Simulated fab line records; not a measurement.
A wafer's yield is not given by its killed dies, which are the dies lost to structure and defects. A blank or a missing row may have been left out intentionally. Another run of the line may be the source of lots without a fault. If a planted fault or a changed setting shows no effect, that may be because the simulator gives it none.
A sampling plan put to the test / flow ritCmos / one fab line, 13 faults that these records tell of, each judged on the records of the lots that it struck; 6 more are left out, because the records don't allow judging them
Plan = the line's own looks (route steps where a gauge or an inspection reads the wafer without altering it). A look is open to judgement when struck wafers have a number at it and the file gives its usual mean and standard deviation on fault-free wafers. Caught: a look later than the fault's first step finds the struck wafers' mean 4 or more of those standard deviations (sigma) from the usual mean. On the tool: the fault's steps, tested the same way using the tool's own readings. Also counted as caught: the struck wafers showing another recipe, or a record that is empty for them alone.

## THE FAULTS, as the simulator had put them in
1. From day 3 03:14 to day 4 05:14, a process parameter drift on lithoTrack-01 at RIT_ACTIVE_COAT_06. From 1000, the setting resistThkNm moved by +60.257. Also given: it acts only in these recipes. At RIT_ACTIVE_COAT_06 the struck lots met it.
2. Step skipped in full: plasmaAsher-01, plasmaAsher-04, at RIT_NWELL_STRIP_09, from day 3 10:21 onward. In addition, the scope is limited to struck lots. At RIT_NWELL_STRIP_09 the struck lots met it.
3. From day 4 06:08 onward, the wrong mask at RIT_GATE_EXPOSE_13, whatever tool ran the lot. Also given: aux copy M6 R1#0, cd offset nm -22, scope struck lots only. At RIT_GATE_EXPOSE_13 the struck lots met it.
4. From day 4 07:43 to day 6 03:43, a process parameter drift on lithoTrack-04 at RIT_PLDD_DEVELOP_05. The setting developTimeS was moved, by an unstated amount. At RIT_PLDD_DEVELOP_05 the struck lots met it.
5. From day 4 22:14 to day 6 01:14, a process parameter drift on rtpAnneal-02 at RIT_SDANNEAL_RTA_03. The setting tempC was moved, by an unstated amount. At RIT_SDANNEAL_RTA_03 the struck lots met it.
6. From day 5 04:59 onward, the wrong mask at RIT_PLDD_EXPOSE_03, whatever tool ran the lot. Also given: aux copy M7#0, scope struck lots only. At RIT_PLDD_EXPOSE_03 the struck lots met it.
7. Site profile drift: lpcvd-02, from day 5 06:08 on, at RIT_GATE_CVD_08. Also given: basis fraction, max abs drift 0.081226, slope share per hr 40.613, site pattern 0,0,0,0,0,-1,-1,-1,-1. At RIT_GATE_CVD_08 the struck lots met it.
8. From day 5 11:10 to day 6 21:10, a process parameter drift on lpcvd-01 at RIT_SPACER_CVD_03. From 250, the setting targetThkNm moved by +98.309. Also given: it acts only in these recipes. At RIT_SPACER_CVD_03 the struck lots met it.
9. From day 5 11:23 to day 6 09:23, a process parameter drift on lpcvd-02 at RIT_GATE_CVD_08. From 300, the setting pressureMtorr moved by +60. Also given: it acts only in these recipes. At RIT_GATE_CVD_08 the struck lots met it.
10. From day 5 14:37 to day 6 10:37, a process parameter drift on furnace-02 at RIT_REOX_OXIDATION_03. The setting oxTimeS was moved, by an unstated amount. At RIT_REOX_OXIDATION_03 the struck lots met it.
11. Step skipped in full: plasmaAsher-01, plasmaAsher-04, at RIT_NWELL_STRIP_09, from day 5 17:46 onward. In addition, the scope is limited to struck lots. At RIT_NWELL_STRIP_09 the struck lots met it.
12. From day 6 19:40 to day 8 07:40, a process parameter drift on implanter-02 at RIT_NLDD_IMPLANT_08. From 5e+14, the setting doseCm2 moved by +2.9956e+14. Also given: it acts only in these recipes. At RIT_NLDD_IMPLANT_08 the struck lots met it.
13. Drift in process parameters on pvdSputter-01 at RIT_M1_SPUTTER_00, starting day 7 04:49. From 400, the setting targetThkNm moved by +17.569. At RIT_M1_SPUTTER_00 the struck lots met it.

## WHAT THE PLAN SAW
fault=1; on the tool itself=under 2 sigma; first look that catches it=not the one look that can be judged after it; reading, sigma=strongest: cdNm at RIT_ACTIVE_CD_MEAS_11, +3.2; median hours from its first step to that look=-; hours from the fault's start to the first struck lot there=-; judged looks passed uncaught=1
fault=2; on the tool itself=the tool's record is blank for the struck wafers; first look that catches it=RIT_PWELL_TW_MEAS_10; reading, sigma=PWELL_TW -99 or beyond; median hours from its first step to that look=1.9; hours from the fault's start to the first struck lot there=4; judged looks passed uncaught=0
fault=3; on the tool itself=no reading that can be judged; first look that catches it=RIT_GATE_CD_MEAS_16; reading, sigma=cdNm -9.5; median hours from its first step to that look=0.4; hours from the fault's start to the first struck lot there=3; judged looks passed uncaught=0
fault=4; on the tool itself=under 2 sigma; first look that catches it=RIT_PLDD_TW_MEAS_10; reading, sigma=PLDD_TW -99 or beyond; median hours from its first step to that look=0.8; hours from the fault's start to the first struck lot there=3; judged looks passed uncaught=0
fault=5; on the tool itself=wafer_temp_C_max +29 sigma; first look that catches it=RIT_SDANNEAL_RS_MEAS_04; reading, sigma=PSD_RS -68; median hours from its first step to that look=0.1; hours from the fault's start to the first struck lot there=5; judged looks passed uncaught=0
fault=6; on the tool itself=no reading that can be judged; first look that catches it=RIT_PLDD_TW_MEAS_10; reading, sigma=PLDD_TW -99 or beyond; median hours from its first step to that look=0.9; hours from the fault's start to the first struck lot there=4; judged looks passed uncaught=0
fault=7; on the tool itself=under 2 sigma; first look that catches it=RIT_GATE_THK_MEAS_09; reading, sigma=GATE_POLY_THK -4.8; median hours from its first step to that look=2.0; hours from the fault's start to the first struck lot there=4; judged looks passed uncaught=0
fault=8; on the tool itself=under 2 sigma; first look that catches it=RIT_SPACER_THK_MEAS_04; reading, sigma=SPACER_NITRIDE_THK +48; median hours from its first step to that look=1.9; hours from the fault's start to the first struck lot there=4; judged looks passed uncaught=0
fault=9; on the tool itself=pressureMtorr +94 sigma; first look that catches it=RIT_GATE_THK_MEAS_09; reading, sigma=GATE_POLY_THK +9.3; median hours from its first step to that look=2.4; hours from the fault's start to the first struck lot there=5; judged looks passed uncaught=0
fault=10; on the tool itself=under 2 sigma; first look that catches it=RIT_REOX_THK_MEAS_04; reading, sigma=REOX_OXIDE_THK +18; median hours from its first step to that look=2.6; hours from the fault's start to the first struck lot there=10; judged looks passed uncaught=0
fault=11; on the tool itself=the tool's record is blank for the struck wafers; first look that catches it=RIT_PWELL_TW_MEAS_10; reading, sigma=PWELL_TW -99 or beyond; median hours from its first step to that look=1.7; hours from the fault's start to the first struck lot there=4; judged looks passed uncaught=0
fault=12; on the tool itself=doseIonsCm2 +99 or beyond sigma; first look that catches it=RIT_NLDD_TW_MEAS_10; reading, sigma=NLDD_TW +15; median hours from its first step to that look=0.3; hours from the fault's start to the first struck lot there=3; judged looks passed uncaught=0
fault=13; on the tool itself=under 2 sigma; first look that catches it=RIT_M1_RS_MEAS_01; reading, sigma=M1_AL_RS -4.1; median hours from its first step to that look=0.3; hours from the fault's start to the first struck lot there=15; judged looks passed uncaught=0
Dash: fault not caught, or number not given in these records.

Caught at a look: 12 of 13. Caught on the tool: 5 of 13. By one or the other: 12 of 13.
Caught at a look alone: faults 3, 4, 6, 7, 8, 10, 13.
Caught by neither: fault 1.

## THINNER SAMPLING
In the worst case, this is how late the first struck lot would be measured if the look that catches a fault measured only every second or every third lot, by lot number:
fault=2; struck lots at that look, in order of time=L826, L827; every lot=4 h; every second lot=9 h; every third lot=may miss all 2
fault=3; struck lots at that look, in order of time=L301; every lot=3 h; every second lot=may miss it; every third lot=may miss it
fault=4; struck lots at that look, in order of time=L244, L245; every lot=3 h; every second lot=9 h; every third lot=may miss all 2
fault=5; struck lots at that look, in order of time=L170, L172; every lot=5 h; every second lot=may miss all 2; every third lot=may miss all 2
fault=6; struck lots at that look, in order of time=L797; every lot=4 h; every second lot=may miss it; every third lot=may miss it
fault=7; struck lots at that look, in order of time=L655, L656; every lot=4 h; every second lot=10 h; every third lot=may miss all 2
fault=8; struck lots at that look, in order of time=L920, L924; every lot=4 h; every second lot=may miss all 2; every third lot=may miss all 2
fault=9; struck lots at that look, in order of time=L744, L747; every lot=5 h; every second lot=19 h; every third lot=may miss all 2
fault=10; struck lots at that look, in order of time=L998, L999; every lot=10 h; every second lot=16 h; every third lot=may miss all 2
fault=11; struck lots at that look, in order of time=L648, L649, L650; every lot=4 h; every second lot=10 h; every third lot=15 h
fault=12; struck lots at that look, in order of time=L548, L549; every lot=3 h; every second lot=7 h; every third lot=may miss all 2
fault=13; struck lots at that look, in order of time=L830; every lot=15 h; every second lot=may miss it; every third lot=may miss it
The hour figures run from when the fault began to the first measured lot among those it struck. The limit of 4 sigma was tested on all struck wafers together, so one lot alone may lie under it. Other struck lots may not be in these records.

## THE LONGEST TIMED WAY FROM STEP TO LOOK
Fault 10: the median time between RIT_REOX_OXIDATION_03 and RIT_REOX_THK_MEAS_04 is 2.6 hours. No look between them can be judged.
